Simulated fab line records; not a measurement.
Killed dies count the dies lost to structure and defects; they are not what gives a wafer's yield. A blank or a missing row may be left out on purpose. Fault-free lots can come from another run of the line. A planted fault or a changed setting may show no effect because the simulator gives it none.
2 desks, one fault / flow berkeley_cmos170 / each desk holds nothing but its own numbers, with what lay behind them at the end

TOOL OWNER'S DESK, pecvd-04
The tool's own readings at UCB170_V2_CVD_00 (deposits SiO2 from TEOS/O2, target thk 2000 nm, time 250 s): means of the sampled wafers that have a number, for each lot that ran on this tool. The brackets show how far a lot's mean lies from the usual mean; more than 4 standard deviations puts the lot out of limits, marked OUT.
Columns: A = heater_power_w at UCB170_V2_CVD_00, usual 250 W; B = rf_fwd_power_W at UCB170_V2_CVD_00, usual 548.4 W
lot=L778; first seen here=day 7 22:25; A=222; B=548.2
lot=L783; first seen here=day 8 09:40; A=269; B=548.0
lot=L788; first seen here=day 10 18:27; A=242; B=549.3
This desk's verdict: no lot among the 3 shows anything out of limits.

AT THE METROLOGY DESK
What the gauges read for every lot (on any tool): the sampled wafers with a number, averaged. The brackets show how far a lot's mean lies from the usual mean; more than 4 standard deviations puts the lot out of limits, marked OUT.
Columns: A = cd_nm at UCB170_M2_CD_MEAS_15, usual 700.2 nm; B = M2_OVL at UCB170_M2_OVL_MEAS_16, usual 4 nm; C = cd_nm at UCB170_M2_CD_MEAS_90, usual 701 nm; D = V2_TEOS_THK at UCB170_V2_THK_MEAS_01, usual 1990 nm
lot=L778; first seen here=day 7 21:47; A=700.3; B=6; C=702; D=2010
lot=L783; first seen here=day 8 09:05; A=701.6; B=2; C=703; D=1999
lot=L788; first seen here=day 10 17:50; A=698.9; B=10; C=699; D=1973
lot=L800; first seen here=day 12 07:57; A=700.5; B=6; C=701; D=1986
lot=L797; first seen here=day 12 08:03; A=698.9; B=-1; C=698; D=1981
This desk's verdict: no lot among the 5 shows anything out of limits.

BROUGHT TOGETHER
The desk of the tool owner found nothing out of limits.
The metrology desk saw nothing out of limits.

WHAT THE SIMULATOR HAD INSERTED
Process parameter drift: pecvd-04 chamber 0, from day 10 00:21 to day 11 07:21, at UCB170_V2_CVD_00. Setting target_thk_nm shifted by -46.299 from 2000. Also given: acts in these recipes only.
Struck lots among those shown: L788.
